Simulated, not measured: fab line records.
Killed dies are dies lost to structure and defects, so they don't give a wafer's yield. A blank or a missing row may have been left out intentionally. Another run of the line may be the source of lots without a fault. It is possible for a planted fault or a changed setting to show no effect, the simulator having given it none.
fab line records / flow berkeleyCmos170
record lots=6 wafers=16 lastDay=11
route steps=331 shown NLDD@162 SPACER@171 PSD@175
lots with no fault: from the same line, run without faults
startH: start of the lot's first displayed wafer, in hours after the record's first day / waitH: hours since the lot's step before / " as in the row above / L1.1+2: a row that stands for several wafers / - no value, or no start was given / * or withheld: withheld / < > ~ a bound
route shown NAME@n: names a module that has steps shown in the file, with the first one's number in the route / usual: average and standard deviation across the fault-free wafers / same: alike in all rows / chamber/n: place in a boat / sites: readings site by site / _std_site: their standard deviation / _edge_site: mean of outer sites minus mean of inner sites / radiusMm: for every site, how far away it sits from the centre of the wafer / mask NAME#n: copy n / behind: tool/chamber where the wafer was last shaped / hold: what put the lot on hold/how long, in hours/how the hold closed / device: transistor that didn't switch, given as n, p or np / end of line: the tests these same wafers got at the end of their route / a step without rows: its recipe alone / killed: dies that structure and defects cost at the first sort, which is not the same as the wafer's yield / map: the dies of a wafer, with x for killed, . for not killed, _ for no die there
set.NAME: the setting the step ran with; set.NAME@STEP: the setting that earlier step ran with / model.NAME: the simulator's own value behind a step, which no gauge read
a table for each step, a row for each wafer; lots at some steps of the route
services: the hour from which a tool's chamber was out of use, counted from the record's first day as startH (under 0 if before that day), plus the number of hours and why
## steps
# step UCB170_NLDD_PEB_04
# recipe pebTempC=130 pebTimeS=withheld resist=KrF
# step UCB170_NLDD_DEVELOP_05
# recipe developer=TMAH developTimeS=45 resist=KrF devTempC=21
# step UCB170_NLDD_CD_MEAS_06
# recipe targetCdNm=1200
# usual cdNm=1199.9/1.3
lot.wafer=L131.1 tool=cdSem-01 chamber=- startH=126.50 waitH=- cdNm=1199.4
lot.wafer=L131.2 tool=cdSem-01 chamber=- startH=126.50 waitH=- cdNm=1198.6
lot.wafer=L131.6 tool=cdSem-01 chamber=- startH=126.50 waitH=- cdNm=1199.0
lot.wafer=L136.1 tool=cdSem-01 chamber=- startH=161.17 waitH=- cdNm=1199.0
lot.wafer=L136.3 tool=cdSem-01 chamber=- startH=161.17 waitH=- cdNm=1200.5
lot.wafer=L136.5 tool=cdSem-01 chamber=- startH=161.17 waitH=- cdNm=1199.0
lot.wafer=L138.2 tool=cdSem-01 chamber=- startH=168.00 waitH=- cdNm=1199.8
lot.wafer=L138.4 tool=cdSem-01 chamber=- startH=168.00 waitH=- cdNm=1200.8
lot.wafer=L138.6 tool=cdSem-01 chamber=- startH=168.00 waitH=- cdNm=1200.0
lot.wafer=L137.3 tool=cdSem-02 chamber=- startH=168.70 waitH=- cdNm=1198.1
lot.wafer=L137.4 tool=cdSem-02 chamber=- startH=168.70 waitH=- cdNm=1198.7
lot.wafer=L137.5 tool=cdSem-02 chamber=- startH=168.70 waitH=- cdNm=1199.6
lot.wafer=L141.4 tool=cdSem-02 chamber=- startH=196.93 waitH=- cdNm=1199.7
lot.wafer=L148.1 tool=cdSem-01 chamber=- startH=213.83 waitH=- cdNm=1199.2
lot.wafer=L148.2 tool=cdSem-01 chamber=- startH=213.83 waitH=- cdNm=1198.3
lot.wafer=L148.5 tool=cdSem-01 chamber=- startH=213.83 waitH=- cdNm=1198.3
# step UCB170_NLDD_OVL_MEAS_07
# usual NLDD_OVL=-2/5.5
lot.wafer=L131.1 tool=overlay-01 chamber=- startH=126.62 waitH=0.1 NLDD_OVL[nm]=-2
lot.wafer=L131.2 tool=overlay-01 chamber=- startH=126.62 waitH=0.1 NLDD_OVL[nm]=-4
lot.wafer=L131.6 tool=overlay-01 chamber=- startH=126.62 waitH=0.1 NLDD_OVL[nm]=-1
lot.wafer=L136.1 tool=overlay-01 chamber=- startH=161.31 waitH=0.1 NLDD_OVL[nm]=-10
lot.wafer=L136.3 tool=overlay-01 chamber=- startH=161.31 waitH=0.1 NLDD_OVL[nm]=-2
lot.wafer=L136.5 tool=overlay-01 chamber=- startH=161.31 waitH=0.1 NLDD_OVL[nm]=-3
lot.wafer=L138.2 tool=overlay-02 chamber=- startH=168.11 waitH=0.1 NLDD_OVL[nm]=-5
lot.wafer=L138.4 tool=overlay-02 chamber=- startH=168.11 waitH=0.1 NLDD_OVL[nm]=-11
lot.wafer=L138.6 tool=overlay-02 chamber=- startH=168.11 waitH=0.1 NLDD_OVL[nm]=-16
lot.wafer=L137.3 tool=overlay-01 chamber=- startH=168.79 waitH=0.1 NLDD_OVL[nm]=4
lot.wafer=L137.4 tool=overlay-01 chamber=- startH=168.79 waitH=0.1 NLDD_OVL[nm]=2
lot.wafer=L137.5 tool=overlay-01 chamber=- startH=168.79 waitH=0.1 NLDD_OVL[nm]=9
lot.wafer=L141.4 tool=overlay-01 chamber=- startH=197.01 waitH=0.1 NLDD_OVL[nm]=-4
lot.wafer=L148.1 tool=overlay-02 chamber=- startH=213.95 waitH=0.1 NLDD_OVL[nm]=-4
lot.wafer=L148.2 tool=overlay-02 chamber=- startH=213.95 waitH=0.1 NLDD_OVL[nm]=2
lot.wafer=L148.5 tool=overlay-02 chamber=- startH=213.95 waitH=0.1 NLDD_OVL[nm]=-13
# step UCB170_NLDD_IMPLANT_08
# recipe species=As doseCm2=4.926e+13 energyKev=30 tiltDeg=7 rotationDeg=0
# step UCB170_NLDD_IMPLANT_09
# recipe species=As doseCm2=5e+13 energyKev=30 tiltDeg=7 rotationDeg=180
# step UCB170_NLDD_STRIP_10
# recipe chemistry=O2 powerW=400 pressureMtorr=3500 platenTempC=withheld o2FlowSccm=400 overashFraction=0.5
# usual drypumpMotorCurrentA=5.7/0.59 oesProductAu=0.735/0.0046 stripTimeToEndpointS=21.64/0.063
lot.wafer=L131.1 tool=plasmaAsher-03 chamber=1 startH=126.96 waitH=0.1 drypumpMotorCurrentA=6.0 oesProductAu=0.733 rfHoursCounterH=37 stripTimeToEndpointS=21.71
lot.wafer=L131.2 tool=plasmaAsher-03 chamber=0 startH=126.96 waitH=0.1 drypumpMotorCurrentA=6.2 oesProductAu=0.730 rfHoursCounterH=37 stripTimeToEndpointS=21.74
lot.wafer=L131.6 tool=plasmaAsher-03 chamber=1 startH=126.96 waitH=0.1 drypumpMotorCurrentA=6.0 oesProductAu=0.729 rfHoursCounterH=- stripTimeToEndpointS=21.69
lot.wafer=L136.1 tool=plasmaAsher-01 chamber=0 startH=161.64 waitH=0.1 drypumpMotorCurrentA=4.9 oesProductAu=0.736 rfHoursCounterH=48 stripTimeToEndpointS=21.67
lot.wafer=L136.3 tool=plasmaAsher-01 chamber=1 startH=161.64 waitH=0.1 drypumpMotorCurrentA=6.6 oesProductAu=0.736 rfHoursCounterH=- stripTimeToEndpointS=21.67
lot.wafer=L136.5 tool=plasmaAsher-01 chamber=0 startH=161.64 waitH=0.1 drypumpMotorCurrentA=5.0 oesProductAu=0.730 rfHoursCounterH=- stripTimeToEndpointS=21.72
lot.wafer=L138.2 tool=plasmaAsher-03 chamber=1 startH=168.44 waitH=0.1 drypumpMotorCurrentA=6.0 oesProductAu=0.734 rfHoursCounterH=41 stripTimeToEndpointS=21.62
lot.wafer=L138.4 tool=plasmaAsher-03 chamber=0 startH=168.44 waitH=0.1 drypumpMotorCurrentA=6.2 oesProductAu=0.737 rfHoursCounterH=- stripTimeToEndpointS=21.58
lot.wafer=L138.6 tool=plasmaAsher-03 chamber=1 startH=168.44 waitH=0.1 drypumpMotorCurrentA=5.9 oesProductAu=0.740 rfHoursCounterH=- stripTimeToEndpointS=21.73
lot.wafer=L137.3 tool=plasmaAsher-03 chamber=0 startH=169.15 waitH=0.1 drypumpMotorCurrentA=6.2 oesProductAu=0.744 rfHoursCounterH=- stripTimeToEndpointS=21.54
lot.wafer=L137.4 tool=plasmaAsher-03 chamber=1 startH=169.15 waitH=0.1 drypumpMotorCurrentA=5.9 oesProductAu=0.734 rfHoursCounterH=- stripTimeToEndpointS=21.55
lot.wafer=L137.5 tool=plasmaAsher-03 chamber=0 startH=169.15 waitH=0.1 drypumpMotorCurrentA=6.2 oesProductAu=0.726 rfHoursCounterH=- stripTimeToEndpointS=21.55
lot.wafer=L141.4 tool=plasmaAsher-01 chamber=1 startH=197.36 waitH=0.1 drypumpMotorCurrentA=6.6 oesProductAu=0.724 rfHoursCounterH=- stripTimeToEndpointS=21.72
lot.wafer=L148.1 tool=plasmaAsher-02 chamber=1 startH=214.28 waitH=0.1 drypumpMotorCurrentA=5.5 oesProductAu=0.735 rfHoursCounterH=46 stripTimeToEndpointS=21.71
lot.wafer=L148.2 tool=plasmaAsher-02 chamber=0 startH=214.28 waitH=0.1 drypumpMotorCurrentA=5.2 oesProductAu=0.737 rfHoursCounterH=46 stripTimeToEndpointS=21.74
lot.wafer=L148.5 tool=plasmaAsher-02 chamber=0 startH=214.28 waitH=0.1 drypumpMotorCurrentA=5.2 oesProductAu=0.728 rfHoursCounterH=- stripTimeToEndpointS=21.69
# step UCB170_NLDD_TW_MEAS_11
# usual NLDD_TW=2229/19
lot.wafer=L131.1 tool=filmMetro-03 chamber=- startH=127.06 waitH=0.1 NLDD_TW=2232
lot.wafer=L131.2 tool=filmMetro-03 chamber=- startH=127.06 waitH=0.1 NLDD_TW=2221
lot.wafer=L131.6 tool=filmMetro-03 chamber=- startH=127.06 waitH=0.1 NLDD_TW=2224
lot.wafer=L136.1 tool=filmMetro-03 chamber=- startH=161.74 waitH=0.1 NLDD_TW=2217
lot.wafer=L136.3 tool=filmMetro-03 chamber=- startH=161.74 waitH=0.1 NLDD_TW=2217
lot.wafer=L136.5 tool=filmMetro-03 chamber=- startH=161.74 waitH=0.1 NLDD_TW=2232
lot.wafer=L138.2 tool=filmMetro-04 chamber=- startH=168.55 waitH=0.1 NLDD_TW=2235
lot.wafer=L138.4 tool=filmMetro-04 chamber=- startH=168.55 waitH=0.1 NLDD_TW=2241
lot.wafer=L138.6 tool=filmMetro-04 chamber=- startH=168.55 waitH=0.1 NLDD_TW=2227
lot.wafer=L137.3 tool=filmMetro-04 chamber=- startH=169.24 waitH=0.1 NLDD_TW=2241
lot.wafer=L137.4 tool=filmMetro-04 chamber=- startH=169.24 waitH=0.1 NLDD_TW=2241
lot.wafer=L137.5 tool=filmMetro-04 chamber=- startH=169.24 waitH=0.1 NLDD_TW=2238
lot.wafer=L141.4 tool=filmMetro-03 chamber=- startH=197.46 waitH=0.1 NLDD_TW=2247
lot.wafer=L148.1 tool=filmMetro-01 chamber=- startH=214.38 waitH=0.1 NLDD_TW=2212
lot.wafer=L148.2 tool=filmMetro-01 chamber=- startH=214.38 waitH=0.1 NLDD_TW=2212
lot.wafer=L148.5 tool=filmMetro-01 chamber=- startH=214.38 waitH=0.1 NLDD_TW=2198
# step UCB170_NLDD_CLEAN_12
# recipe chemistry=SPM tempC=120 timeS=600
# step UCB170_SPACER_CVD_00
# recipe material=SiO2 targetThkNm=376 tempC=390 precursor=TEOS/O2 timeS=47 rfW=550 pressureMtorr=9000
# usual heaterPowerW=255/51
lot.wafer=L131.1 tool=pecvd-04 chamber=0 startH=127.31 waitH=0.0 heaterPowerW=269
lot.wafer=L131.2 tool=pecvd-04 chamber=1 startH=127.31 waitH=0.0 heaterPowerW=259
lot.wafer=L131.6 tool=pecvd-04 chamber=2 startH=127.31 waitH=0.0 heaterPowerW=258
lot.wafer=L136.1 tool=pecvd-02 chamber=0 startH=161.98 waitH=0.0 heaterPowerW=245
lot.wafer=L136.3 tool=pecvd-02 chamber=1 startH=161.98 waitH=0.0 heaterPowerW=212
lot.wafer=L136.5 tool=pecvd-02 chamber=0 startH=161.98 waitH=0.0 heaterPowerW=265
lot.wafer=L138.2 tool=pecvd-02 chamber=1 startH=168.88 waitH=0.0 heaterPowerW=229
lot.wafer=L138.4 tool=pecvd-02 chamber=2 startH=168.88 waitH=0.0 heaterPowerW=330
lot.wafer=L138.6 tool=pecvd-02 chamber=2 startH=168.88 waitH=0.0 heaterPowerW=342
lot.wafer=L137.3 tool=pecvd-03 chamber=0 startH=171.89 waitH=0.0 heaterPowerW=199
lot.wafer=L137.4 tool=pecvd-03 chamber=1 startH=171.89 waitH=0.0 heaterPowerW=179
lot.wafer=L137.5 tool=pecvd-03 chamber=0 startH=171.89 waitH=0.0 heaterPowerW=222
lot.wafer=L141.4 tool=pecvd-03 chamber=2 startH=197.76 waitH=0.0 heaterPowerW=339
lot.wafer=L148.1 tool=pecvd-04 chamber=0 startH=214.62 waitH=0.0 heaterPowerW=267
lot.wafer=L148.2 tool=pecvd-04 chamber=2 startH=214.62 waitH=0.0 heaterPowerW=238
lot.wafer=L148.5 tool=pecvd-04 chamber=2 startH=214.62 waitH=0.0 heaterPowerW=246
# step UCB170_SPACER_THK_MEAS_01
# recipe reads=SiO2_of_SPACER_CVD_00
# usual SPACER_TEOS_THK=376/4.4
lot.wafer=L131.1 tool=filmMetro-02 chamber=- startH=127.35 waitH=0.0 SPACER_TEOS_THK[nm]=373
lot.wafer=L131.2 tool=filmMetro-02 chamber=- startH=127.35 waitH=0.0 SPACER_TEOS_THK[nm]=376
lot.wafer=L131.6 tool=filmMetro-02 chamber=- startH=127.35 waitH=0.0 SPACER_TEOS_THK[nm]=377
lot.wafer=L136.1 tool=filmMetro-02 chamber=- startH=162.02 waitH=0.0 SPACER_TEOS_THK[nm]=373
lot.wafer=L136.3 tool=filmMetro-02 chamber=- startH=162.02 waitH=0.0 SPACER_TEOS_THK[nm]=377
lot.wafer=L136.5 tool=filmMetro-02 chamber=- startH=162.02 waitH=0.0 SPACER_TEOS_THK[nm]=380
lot.wafer=L138.2 tool=filmMetro-02 chamber=- startH=168.96 waitH=0.1 SPACER_TEOS_THK[nm]=375
lot.wafer=L138.4 tool=filmMetro-02 chamber=- startH=168.96 waitH=0.1 SPACER_TEOS_THK[nm]=376
lot.wafer=L138.6 tool=filmMetro-02 chamber=- startH=168.96 waitH=0.1 SPACER_TEOS_THK[nm]=374
lot.wafer=L137.3 tool=filmMetro-02 chamber=- startH=171.95 waitH=0.0 SPACER_TEOS_THK[nm]=373
lot.wafer=L137.4 tool=filmMetro-02 chamber=- startH=171.95 waitH=0.0 SPACER_TEOS_THK[nm]=383
lot.wafer=L137.5 tool=filmMetro-02 chamber=- startH=171.95 waitH=0.0 SPACER_TEOS_THK[nm]=374
lot.wafer=L141.4 tool=filmMetro-02 chamber=- startH=197.82 waitH=0.0 SPACER_TEOS_THK[nm]=379
lot.wafer=L148.1 tool=filmMetro-03 chamber=- startH=214.66 waitH=0.0 SPACER_TEOS_THK[nm]=369
lot.wafer=L148.2 tool=filmMetro-03 chamber=- startH=214.66 waitH=0.0 SPACER_TEOS_THK[nm]=375
lot.wafer=L148.5 tool=filmMetro-03 chamber=- startH=214.66 waitH=0.0 SPACER_TEOS_THK[nm]=384
# step UCB170_SPACER_ANNEAL_02
# recipe tempC=900 timeS=1800 ambient=N2
# step UCB170_SPACER_ETCHBACK_03
# recipe stopOn=Si target=SiO2 chemistry=CHF3/CF4/Ar CHF3_flow_sccm=50 cf4FlowSccm=10 Ar_flow_sccm=120 pressureMtorr=200 rfW=500 targetDepthA=3760 timeS=100
# usual CHF3_flow_sccm=50.01/0.13 drypumpMotorCurrentA=5.56/0.25 oesProductAu=0.900/0.016 throttleValvePct=6.50/0.12
lot.wafer=L131.1 tool=rieDiel-03 chamber=0 startH=133.55 waitH=0.0 CHF3_flow_sccm=50.13 drypumpMotorCurrentA=5.30 oesProductAu=0.887 rfHoursCounterH=104 throttleValvePct=6.36 model.etch.depthNm=372.8
lot.wafer=L131.2 tool=rieDiel-03 chamber=3 startH=133.55 waitH=0.0 CHF3_flow_sccm=49.98 drypumpMotorCurrentA=5.61 oesProductAu=0.901 rfHoursCounterH=102 throttleValvePct=6.51 model.etch.depthNm=376.1
lot.wafer=L131.6 tool=rieDiel-03 chamber=0 startH=133.55 waitH=0.0 CHF3_flow_sccm=49.88 drypumpMotorCurrentA=5.29 oesProductAu=0.894 rfHoursCounterH=- throttleValvePct=6.37 model.etch.depthNm=376.9
lot.wafer=L136.1 tool=rieDiel-04 chamber=0 startH=167.53 waitH=0.0 CHF3_flow_sccm=49.81 drypumpMotorCurrentA=5.60 oesProductAu=0.893 rfHoursCounterH=19 throttleValvePct=6.47 model.etch.depthNm=372.7
lot.wafer=L136.3 tool=rieDiel-04 chamber=2 startH=167.53 waitH=0.0 CHF3_flow_sccm=49.83 drypumpMotorCurrentA=5.86 oesProductAu=0.886 rfHoursCounterH=66 throttleValvePct=6.58 model.etch.depthNm=377.3
lot.wafer=L136.5 tool=rieDiel-04 chamber=1 startH=167.53 waitH=0.0 CHF3_flow_sccm=49.93 drypumpMotorCurrentA=5.61 oesProductAu=0.882 rfHoursCounterH=- throttleValvePct=6.65 model.etch.depthNm=380.8
lot.wafer=L138.2 tool=rieDiel-02 chamber=3 startH=173.36 waitH=0.0 CHF3_flow_sccm=49.82 drypumpMotorCurrentA=5.76 oesProductAu=0.895 rfHoursCounterH=10 throttleValvePct=6.27 model.etch.depthNm=375.1
lot.wafer=L138.4 tool=rieDiel-02 chamber=0 startH=173.36 waitH=0.0 CHF3_flow_sccm=49.75 drypumpMotorCurrentA=5.48 oesProductAu=0.922 rfHoursCounterH=76 throttleValvePct=6.63 model.etch.depthNm=375.9
lot.wafer=L138.6 tool=rieDiel-02 chamber=0 startH=173.36 waitH=0.0 CHF3_flow_sccm=50.01 drypumpMotorCurrentA=5.46 oesProductAu=0.920 rfHoursCounterH=- throttleValvePct=6.62 model.etch.depthNm=374
lot.wafer=L137.3 tool=rieDiel-04 chamber=3 startH=177.04 waitH=0.0 CHF3_flow_sccm=49.92 drypumpMotorCurrentA=5.82 oesProductAu=0.884 rfHoursCounterH=9 throttleValvePct=6.51 model.etch.depthNm=373.1
lot.wafer=L137.4 tool=rieDiel-04 chamber=0 startH=177.04 waitH=0.0 CHF3_flow_sccm=50.04 drypumpMotorCurrentA=5.55 oesProductAu=0.772 rfHoursCounterH=20 throttleValvePct=6.46 model.etch.depthNm=304.5
lot.wafer=L137.5 tool=rieDiel-04 chamber=2 startH=177.04 waitH=0.0 CHF3_flow_sccm=49.95 drypumpMotorCurrentA=5.86 oesProductAu=0.880 rfHoursCounterH=- throttleValvePct=6.59 model.etch.depthNm=374
lot.wafer=L141.4 tool=rieDiel-04 chamber=0 startH=202.47 waitH=0.0 CHF3_flow_sccm=50.05 drypumpMotorCurrentA=5.55 oesProductAu=0.767 rfHoursCounterH=21 throttleValvePct=6.47 model.etch.depthNm=303.2
lot.wafer=L148.1 tool=rieDiel-02 chamber=0 startH=216.47 waitH=0.1 CHF3_flow_sccm=49.91 drypumpMotorCurrentA=5.49 oesProductAu=0.903 rfHoursCounterH=78 throttleValvePct=6.61 model.etch.depthNm=368.7
lot.wafer=L148.2 tool=rieDiel-02 chamber=1 startH=216.47 waitH=0.1 CHF3_flow_sccm=49.94 drypumpMotorCurrentA=5.63 oesProductAu=0.902 rfHoursCounterH=7 throttleValvePct=6.56 model.etch.depthNm=375.3
lot.wafer=L148.5 tool=rieDiel-02 chamber=1 startH=216.47 waitH=0.1 CHF3_flow_sccm=49.98 drypumpMotorCurrentA=5.61 oesProductAu=0.928 rfHoursCounterH=- throttleValvePct=6.55 model.etch.depthNm=383.6
# step UCB170_PSD_HMDS_00
# recipe primeTimeS=60 primeTempC=100
## services
tool=pecvd-02 chamber=- startH=103.34 hours=1.5 kind=repair
tool=rieDiel-04 chamber=1 startH=105.22 hours=2.9 kind=repair
tool=rieDiel-02 chamber=0 startH=113.63 hours=4.7 kind=repair
tool=rieDiel-04 chamber=- startH=114.44 hours=0.8 kind=repair
tool=rieDiel-02 chamber=3 startH=115.85 hours=3.2 kind=repair
tool=rieDiel-03 chamber=3 startH=123.13 hours=4.3 kind=repair
tool=rieDiel-04 chamber=1 startH=131.45 hours=6.1 kind=repair
tool=pecvd-02 chamber=- startH=135.50 hours=14.0 kind=pm
tool=pecvd-02 chamber=0 startH=135.50 hours=14.0 kind=ventCycle
tool=pecvd-02 chamber=1 startH=135.50 hours=14.0 kind=ventCycle
tool=pecvd-02 chamber=2 startH=135.50 hours=14.0 kind=ventCycle
tool=pecvd-03 chamber=0 startH=145.26 hours=4.6 kind=repair
tool=pecvd-02 chamber=0 startH=149.50 hours=- kind=clean
tool=plasmaAsher-02 chamber=- startH=150.46 hours=2.8 kind=pm
tool=rieDiel-03 chamber=1 startH=153.07 hours=10.0 kind=repair
tool=rieDiel-02 chamber=3 startH=154.08 hours=1.4 kind=repair
tool=rieDiel-04 chamber=3 startH=158.59 hours=4.3 kind=repair
tool=pecvd-02 chamber=0 startH=162.10 hours=16.5 kind=repair
tool=pecvd-02 chamber=- startH=177.55 hours=1.5 kind=repair
tool=rieDiel-02 chamber=2 startH=178.29 hours=4.7 kind=repair
tool=pecvd-04 chamber=1 startH=181.66 hours=6.1 kind=repair
tool=pecvd-02 chamber=- startH=200.75 hours=14.6 kind=pm
tool=pecvd-03 chamber=- startH=203.72 hours=0.6 kind=repair
tool=rieDiel-02 chamber=3 startH=216.03 hours=5.9 kind=repair
## key
firstSign step=UCB170_SPACER_ETCHBACK_03 reading=oesProductAu direction=down sigmas=8 usual=0.900 struck=0.770
effect none on later readings
modelEffect step=UCB170_SPACER_ETCHBACK_03 value=etch.depthNm without=381 struck=303.8
metAt UCB170_SPACER_ETCHBACK_03
struckWafers L137.4,L141.4
laterRowsLeftOut L137.4,L141.4
sortLeftOut L137.4,L141.4
testerLeftOut L137,L141
onsetBetween 167.53 177.04
earlierFault kind=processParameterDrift tool=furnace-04 chamber=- onsetH=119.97 steps=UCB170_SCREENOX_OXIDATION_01 channel=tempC offset=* shape=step endH=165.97 actsIn=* stated=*
fault kind=processParameterDrift tool=rieDiel-04 chamber=0 onsetH=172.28 steps=UCB170_SPACER_ETCHBACK_03 channel=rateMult offset=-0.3 shape=step endH=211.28
# testerLeftOut: of these lots the tester's yield and bins aren't shown, on N5 and GAA mostly nor the transistor test; their killed dies are dies lost to structure and defects alone, not to doping, threshold or leakage, so they don't give the yield
# sortLeftOut: the simulated sort isn't trusted on such a fault, so these wafers' sort isn't shown, and their yield isn't known
# laterRowsLeftOut: the simulator's readings of these wafers behind a module that went badly wrong aren't trusted and aren't shown, but for the sort
